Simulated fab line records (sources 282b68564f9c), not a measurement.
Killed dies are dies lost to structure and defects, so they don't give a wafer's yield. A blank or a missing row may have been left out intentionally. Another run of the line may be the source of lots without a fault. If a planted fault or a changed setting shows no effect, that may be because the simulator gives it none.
A single fault, viewed from 2 desks | flow rit-cmos | each desk has only its own numbers; what lay behind them comes last

## AT THE METROLOGY DESK
Means of the sampled wafers that have a number, per lot and without regard to the tool the lot ran on: this is what the gauges read. Marked OUT: a lot whose mean sits more than 4 standard deviations from the usual mean, which makes it out of limits; the brackets give that distance.
Columns: A = GATE_OXIDE_THK at RIT_GATE_THK_MEAS_07, usual 2.98 nm; B = GATE_POLY_THK at RIT_GATE_THK_MEAS_09, usual 249.9 nm; C = cd-nm at RIT_GATE_CD_MEAS_16, usual 149.6 nm; D = GATE_OVL at RIT_GATE_OVL_MEAS_17, usual 0.6 nm
lot  | first seen here | A    | B     | C     | D
L440 | day 3 00:43     | 3.02 | 249.7 | 149.0 | 2.7
L445 | day 3 21:04     | 2.99 | 248.8 | 148.5 | 0.7
L450 | day 5 03:21     | 2.87 | 248.5 | 148.3 | 2.4
L460 | day 6 20:07     | 2.99 | 253.8 | 152.0 | 0.7
L462 | day 7 09:28     | 2.99 | 252.8 | 152.4 | 0.7
This desk's finding: nothing out of limits on any of the 5 lots.

## DESK OF THE TOOL OWNER: rie-si-01
The tool's own readings at RIT_GATE_ETCH_19 (etches poly-Si in SF6/CHF3/O2, stops on SiO2, time 168.1 s, target depth 312.5 nm): means of the sampled wafers that have a number, for each lot that ran on this tool. Marked OUT: a lot whose mean sits more than 4 standard deviations from the usual mean, which makes it out of limits; the brackets give that distance.
Columns: A = O2_flow_sccm at RIT_GATE_ETCH_19, usual 4.998 sccm; B = drypump-motor-current-A at RIT_GATE_ETCH_19, usual 5.7 A; C = oes-product-au at RIT_GATE_ETCH_19, usual 0.841 a.u.; D = throttle-valve-pct at RIT_GATE_ETCH_19, usual 10.24 %
lot  | first seen here | A     | B   | C     | D
L440 | day 3 03:38     | 4.999 | 5.3 | 0.842 | 10.23
L450 | day 5 07:26     | 5.010 | 5.7 | 0.831 | 10.19
This desk's finding: nothing out of limits on any of the 2 lots.

## TAKEN TOGETHER
At the metrology desk, nothing out of limits was observed.
The desk of the tool owner found nothing out of limits.

## WHAT THE SIMULATOR PUT IN
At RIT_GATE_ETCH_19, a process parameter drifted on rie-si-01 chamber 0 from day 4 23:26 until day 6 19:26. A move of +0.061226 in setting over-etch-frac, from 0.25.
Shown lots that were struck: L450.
